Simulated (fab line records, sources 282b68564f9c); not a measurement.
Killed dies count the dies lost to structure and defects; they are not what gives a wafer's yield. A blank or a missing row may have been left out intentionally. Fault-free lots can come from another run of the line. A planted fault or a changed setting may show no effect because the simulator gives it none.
A lot that was struck, set against a sound lot -- flow rit cmos -- 44 steps out of a route of 202
Sound: the wafers L180.1, L180.2, L180.3. Struck: wafers L190.1, L190.3, L190.5. Last of all comes the cause.
For every step that has rows: the tool of each side, followed by ch and its chambers, followed by its first start. Under that, the readings that differ: sound wafers -- struck wafers -- difference of the means -- sigmas: that difference in standard deviations of wafers without a fault.
alike: same words and numbers on both sides, and readings whose means sit less than 2 such deviations apart. not compared: any withheld reading, any reading some wafer has no value for, any bound like >300 that may hide the same value, and any number with overlapping values for which the record gives no deviation.
A row with sigmas, a row that says differs or no value, or rows on one side alone: a step with any of these is where the two part. Numbers that have no deviation but don't overlap get no sigmas and don't part them. A reading that every wafer of one side lacks parts them only if that side has two wafers or more.

first, 4 steps without rows for these wafers: RIT_PLDD_SOFTBAKE_02 (time 60 s); RIT_PLDD_EXPOSE_03 (exposes mask M8, target cd 40900 nm); RIT_PLDD_PEB_04; RIT_PLDD_DEVELOP_05 (develop time 50 s).
RIT_PLDD_OVL_MEAS_06:
  sound on overlay-02, day 2 18:56; struck on overlay-01, day 5 01:54
  alike: PLDD_OVL
then, 2 steps without rows for these wafers: RIT_PLDD_HARDBAKE_07 (time 60 s); RIT_PLDD_IMPLANT_08.
RIT_PLDD_STRIP_09: strips in O2, time 180 s.
  sound on plasma asher-01 ch 0,1, day 2 19:17; struck on plasma asher-04 ch 0,1, day 5 02:14
  alike: drypump motor current A
  not compared: rf hours counter h
RIT_PLDD_TW_MEAS_10:
  sound on film metro-04, day 2 19:27; struck on film metro-04, day 5 02:25
  alike: PLDD_TW
then, 3 steps without rows for these wafers: RIT_SPACER_CLEAN_00 (cleans in SC1, time 600 s); RIT_SPACER_CLEAN_01 (cleans in dHF, time 30 s); RIT_SPACER_CLEAN_02 (cleans in SC2, time 600 s).
RIT_SPACER_CVD_03: deposits Si3N4 from SiH2Cl2/NH3, target thk 250 nm, time 3300 s.
  sound on lpcvd-02 ch 0, day 2 19:55; struck on lpcvd-01 ch 1, day 5 03:40
reading,sound,struck,difference,sigmas
sih2cl2 flow sccm (sccm),60.29 60.24 60.29,90.04 90.01 89.99,+29.74,+99 or more
model.Si3N4_of_SPACER_CVD_03.thk nm (nm),247.2 245.9 248.8,288.7 286.8 287.4,+40.3,
  alike: spike tc centre C, zone power source pct
RIT_SPACER_THK_MEAS_04:
  sound on film metro-03, day 2 21:50; struck on film metro-01, day 5 06:32
reading,sound,struck,difference,sigmas
SPACER_NITRIDE_THK (nm),247.2 246.0 248.7,288.3 286.6 287.6,+40.2,+18
RIT_SPACER_ETCHBACK_05: etches Si3N4 in SF6/CHF3, stops on SiO2, target depth 250 nm, time 240 s.
  sound on rie diel-01 ch 0,2,3, day 2 21:53; struck on rie diel-04 ch 1,2, day 5 06:36
reading,sound,struck,difference,sigmas
drypump motor current A (A),5.4 5.3 5.5,6.7 5.5 6.7,+0.9,+2
oes product au (a.u.),0.853 0.839 0.830,0.939 0.946 0.936,+0.100,+8
model.etch.depth nm (nm),247.2 245.9 248.8,288.7 286.8 287.4,+40.3,
  alike: throttle valve pct
  not compared: rf hours counter h
then, 6 steps without rows for these wafers: RIT_NSD_HMDS_00 (prime time 60 s); RIT_NSD_COAT_01 (resist thk 1000 nm); RIT_NSD_SOFTBAKE_02 (time 60 s); RIT_NSD_EXPOSE_03 (exposes mask M9, target cd 40700 nm); RIT_NSD_PEB_04; RIT_NSD_DEVELOP_05 (develop time 50 s).
RIT_NSD_OVL_MEAS_06:
  sound on overlay-01, day 2 23:01; struck on overlay-01, day 5 07:43
  alike: NSD_OVL
then, 2 steps without rows for these wafers: RIT_NSD_HARDBAKE_07 (time 60 s); RIT_NSD_IMPLANT_08.
RIT_NSD_STRIP_09: strips in O2, time 180 s.
  sound on plasma asher-04 ch 0,1, day 2 23:21; struck on plasma asher-04 ch 0,1, day 5 08:05
  alike: drypump motor current A
  not compared: rf hours counter h
RIT_NSD_TW_MEAS_10:
  sound on film metro-04, day 2 23:31; struck on film metro-02, day 5 08:16
  alike: NSD_TW
then, 6 steps without rows for these wafers: RIT_PSD_HMDS_00 (prime time 60 s); RIT_PSD_COAT_01 (resist thk 1000 nm); RIT_PSD_SOFTBAKE_02 (time 60 s); RIT_PSD_EXPOSE_03 (exposes mask M10, target cd 40900 nm); RIT_PSD_PEB_04; RIT_PSD_DEVELOP_05 (develop time 50 s).
RIT_PSD_OVL_MEAS_06:
  sound on overlay-02, day 3 00:26; struck on overlay-02, day 5 09:18
reading,sound,struck,difference,sigmas
PSD_OVL (nm),-2.0 -3.0 -2.9,0.3 0.4 0.0,+2.9,+2
then, 2 steps without rows for these wafers: RIT_PSD_HARDBAKE_07 (time 60 s); RIT_PSD_IMPLANT_08.
RIT_PSD_STRIP_09: strips in O2, time 180 s.
  sound on plasma asher-03 ch 0,1, day 3 00:46; struck on plasma asher-03 ch 0,1, day 5 09:38
  alike: drypump motor current A
  not compared: rf hours counter h
RIT_PSD_TW_MEAS_10:
  sound on film metro-02, day 3 00:56; struck on film metro-04, day 5 09:49
  alike: PSD_TW
then, 3 steps without rows for these wafers: RIT_SDANNEAL_CLEAN_00 (cleans in SC1, time 600 s); RIT_SDANNEAL_CLEAN_01 (cleans in dHF, time 30 s); RIT_SDANNEAL_CLEAN_02 (cleans in SC2, time 600 s).
RIT_SDANNEAL_RTA_03: time 5 s.
  sound on rtp anneal-01 ch 0, day 3 01:33; struck on rtp anneal-01 ch 0, day 5 10:25
  alike: wafer_temp_C_max
RIT_SDANNEAL_RS_MEAS_04: measures by four-point-probe.
  sound on film metro-04, day 3 01:40; struck on film metro-04, day 5 10:28
  alike: PSD_RS
RIT_SILICIDE_WET_ETCH_00: etches SiO2 in BOE, target depth 14 nm, time 15 s.
  sound on wet bench-03 ch 3, day 3 02:08; struck on wet bench-03 ch 0, day 5 10:57
reading,sound,struck,difference,sigmas
model.Si3N4_of_SPACER_CVD_03.thk nm (nm),192.4 191.2 193.3,225.1 225 224,+32.4,
  alike: bath heat duty pct
RIT_M1_PROBE_99:
  sound on prober-01, day 3 09:48; struck on prober-01, day 5 17:52
reading,sound,struck,difference,sigmas
model.etest.pplus sal.width nm (nm),3475 3455 3437,3344 3354 3382,-96,
model.etest.nplus sal.width nm (nm),3448 3451 3447,3368 3347 3352,-93,
model.etest.nmos_0p15.r on ohm um,1148 1156 1166,1056 1045 1025,-115,
model.etest.nwell pinched.rs ohm sq,339.1 340.5 338.1,312.4 310.1 314.7,-26.8,
model.etest.pwell pinched.rs ohm sq,466.5 464.4 465.3,437.5 437.7 436.6,-28.1,
model.etest.nmos_0p3.drive ua um,235.5 236.9 230.4,211.8 207.8 218.6,-21.5,
model.etest.contact nplus.end ohm um,41.61 41.8 43.14,36.44 36.91 36.85,-5.45,
model.etest.field p metal.vt v (V),-29.6 -29.25 -29.01,-31.35 -31.36 -31.78,-2.21,
  alike: killed at front end, killed dies, killed open, killed short

## WHERE THEY PART
At RIT_SPACER_CVD_03 first; at RIT_PSD_OVL_MEAS_06 last (within this record only). Later steps at which nothing parts them and some readings are alike: RIT_PSD_STRIP_09, RIT_PSD_TW_MEAS_10, RIT_SDANNEAL_RTA_03, RIT_SDANNEAL_RS_MEAS_04, RIT_SILICIDE_WET_ETCH_00, RIT_M1_PROBE_99.

WHY: whatever the simulator had introduced
lpcvd-01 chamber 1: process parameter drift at RIT_SPACER_CVD_03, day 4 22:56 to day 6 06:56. The setting sih2cl2 flow sccm was moved by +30, starting from 60. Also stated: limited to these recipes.
